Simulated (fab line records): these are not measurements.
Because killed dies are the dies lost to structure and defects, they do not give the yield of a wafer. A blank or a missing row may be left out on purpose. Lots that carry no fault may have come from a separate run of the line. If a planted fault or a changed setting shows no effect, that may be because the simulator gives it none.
Which tool is to blame?    flow rit-cmos    14 lots with 42 wafers sampled at 4 steps, on a route of 202 steps

WHAT THE GAUGES SHOWED, per wafer
RIT_ACTIVE_BOW_MEAS_00.
lot   measured     on             INCOMING_BOW (um)
L279  day 1 10:00  film-metro-02  -6 5 -5
L280  day 1 15:00  film-metro-01  14 -14 -3
L281  day 1 20:02  film-metro-03  -15 1 -7
L284  day 2 11:00  film-metro-01  2 -9 -3
L285  day 2 16:01  film-metro-02  -6 -3 -6
L286  day 2 21:01  film-metro-02  4 7 8
L291  day 3 22:00  film-metro-01  1 -4 -8
L292  day 4 03:00  film-metro-03  6 6 -5
L293  day 4 08:00  film-metro-03  -4 7 9
L294  day 4 13:00  film-metro-02  11 6 -5
L295  day 4 18:01  film-metro-01  -5 3 1
L297  day 5 04:01  film-metro-01  2 8 12
L300  day 5 19:01  film-metro-02  7 -7 -1
L302  day 6 05:00  film-metro-03  1 -6 0

RIT_CONTACT_OVL_MEAS_09.
lot   measured     on          CONTACT_OVL (nm)
L279  day 3 05:10  overlay-02  -0.3 -0.9 -0.9
L280  day 3 09:25  overlay-01  -0.4 -2.0 -0.7
L281  day 3 13:32  overlay-01  0.5 -1.0 0.2
L284  day 4 11:38  overlay-02  -0.2 -2.3 -2.9
L285  day 4 17:08  overlay-01  -1.5 0.4 -0.7
L286  day 4 17:29  overlay-02  -0.3 0.2 0.5
L291  day 5 21:50  overlay-01  -0.2 -1.8 -1.0
L292  day 6 03:43  overlay-01  -3.0 -0.5 -3.8
L293  day 6 02:59  overlay-01  -0.1 -1.7 -0.2
L294  day 6 11:20  overlay-01  -0.7 0.4 0.1
L295  day 6 12:20  overlay-02  0.7 1.5 1.9
L297  day 6 22:40  overlay-01  -0.3 0.1 -0.2
L300  day 7 13:21  overlay-02  -0.3 -0.5 -0.7
L302  day 7 23:11  overlay-02  1.8 -0.2 1.3

RIT_M1_CD_MEAS_09 targets a cd of 2600 nm.
lot   measured     on         cd-nm (nm)
L279  day 3 07:33  cd-sem-02  2598.4 2601.0 2599.5
L280  day 3 11:47  cd-sem-01  2603.2 2602.7 2601.8
L281  day 3 15:56  cd-sem-01  2598.9 2601.8 2600.4
L284  day 4 14:17  cd-sem-02  2603.7 2602.6 2603.1
L285  day 4 19:46  cd-sem-01  2602.7 2601.2 2600.5
L286  day 4 19:55  cd-sem-02  2597.2 2600.3 2598.8
L291  day 6 00:19  cd-sem-01  2600.3 2599.0 2599.7
L292  day 6 06:14  cd-sem-02  2601.2 2599.1 2598.8
L293  day 6 05:30  cd-sem-01  2599.8 2600.0 2599.9
L294  day 6 14:01  cd-sem-01  2599.9 2601.2 2598.8
L295  day 6 15:04  cd-sem-02  2604.8 2602.0 2604.6
L297  day 7 01:14  cd-sem-01  2593.9 2596.5 2595.9
L300  day 7 15:52  cd-sem-02  2601.3 2602.8 2599.7
L302  day 8 01:43  cd-sem-02  2600.3 2603.2 2603.3

TOOL THAT RAN EACH LOT (tool first, then ch and the chambers of the sampled wafers, then the start)
lot   RIT_CONTACT_ETCH_11
L279  rie-diel-01 ch 0,1,3, day 3 05:22
L280  rie-diel-02 ch 0,1,3, day 3 09:36
L281  rie-diel-04 ch 0,1, day 3 13:43
L284  rie-diel-02 ch 2,3, day 4 11:57
L285  rie-diel-04 ch 0,2,3, day 4 17:22
L286  rie-diel-02 ch 0,1,3, day 4 17:40
L291  rie-diel-02 ch 0,1,2, day 5 22:01
L292  rie-diel-02 ch 0,1,2, day 6 03:54
L293  rie-diel-04 ch 0,1,2, day 6 03:10
L294  rie-diel-01 ch 0,2, day 6 11:49
L295  rie-diel-04 ch 0,2,3, day 6 12:31
L297  rie-diel-01 ch 0,1, day 6 22:51
L300  rie-diel-04 ch 2,3, day 7 13:32
L302  rie-diel-01 ch 2,3, day 7 23:22
- RIT_CONTACT_ETCH_11: etches SiO2 in CHF3/CF4/Ar, stops on TiSi2, target depth 480 nm, time 320 s.

AS READ BY THE TOOLS THEMSELVES (means over the sampled wafers that have a number; for cases with no such wafer, the mark the record gives instead)
RIT_CONTACT_ETCH_11.
lot   tool         drypump-motor-current-A (A)  oes-product-au (a.u.)  rf-fwd-power-W (W)  throttle-valve-pct (%)
L279  rie-diel-01  5.7                          0.987                  199.9               9.04
L280  rie-diel-02  5.7                          0.989                  199.7               8.95
L281  rie-diel-04  5.6                          0.991                  199.6               8.82
L284  rie-diel-02  5.9                          0.966                  199.5               8.93
L285  rie-diel-04  5.6                          0.980                  199.5               8.83
L286  rie-diel-02  5.7                          0.985                  199.8               8.95
L291  rie-diel-02  5.8                          0.990                  168.3               8.93
L292  rie-diel-02  5.8                          0.987                  167.6               8.92
L293  rie-diel-04  5.7                          0.991                  200.1               8.84
L294  rie-diel-01  5.9                          0.988                  199.3               8.78
L295  rie-diel-04  5.6                          0.976                  200.0               8.82
L297  rie-diel-01  6.0                          0.979                  199.6               9.06
L300  rie-diel-04  5.6                          0.977                  199.6               8.88
L302  rie-diel-01  5.7                          0.993                  199.5               8.87

THE ANSWER, worked out from the rows above alone
Rule: the lots themselves supply what counts as usual. Put in order of their means at a reading, lots are off if they are a third of the lots or fewer, leave a main group of 4 or more, and stand apart from it by a gap of 3 or more times the standard deviation of the main group's means; of several such gaps the widest counts. A main group is skipped when, at the precision printed for the reading in the tables above, its means are all equal. Also off: a lot with no number at a reading for which 4 or more lots have one. All remaining lots with rows at the step are treated as sound. After the gauges, taken in route order, come the tools' own readings; for these a lot's mean is taken, as printed above. The first step at which some lot is off is used, and at that step the reading that is off furthest; a lot without a number counts as furthest.
Off: L291, L292 (RIT_CONTACT_ETCH_11, rf-fwd-power-W). Main group: mean 199.7 W, sd 0.22.
A tool fits if, at that step or a process step before it, it ran every lot that is off, and no sound lot after the first of them. One fits: RIT_CONTACT_ETCH_11 on rie-diel-02. A fault onset in the window from L286 (day 4 17:40, its last sound lot) to L291 (day 5 22:01, its first lot off) fits.
On the lots that are off, the tool's own readings at RIT_CONTACT_ETCH_11 differ by more than 5 times the standard deviation of the sound lots' means, which bears it out; rf-fwd-power-W reads 167.9 W there versus 199.7 W on the sound lots.

WHAT WAS PUT IN BY THE SIMULATOR
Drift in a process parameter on rie-diel-02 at RIT_CONTACT_ETCH_11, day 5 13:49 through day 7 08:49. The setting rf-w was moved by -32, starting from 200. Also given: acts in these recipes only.
Shown lots that were struck: L291, L292. The rule above reached the same finding.
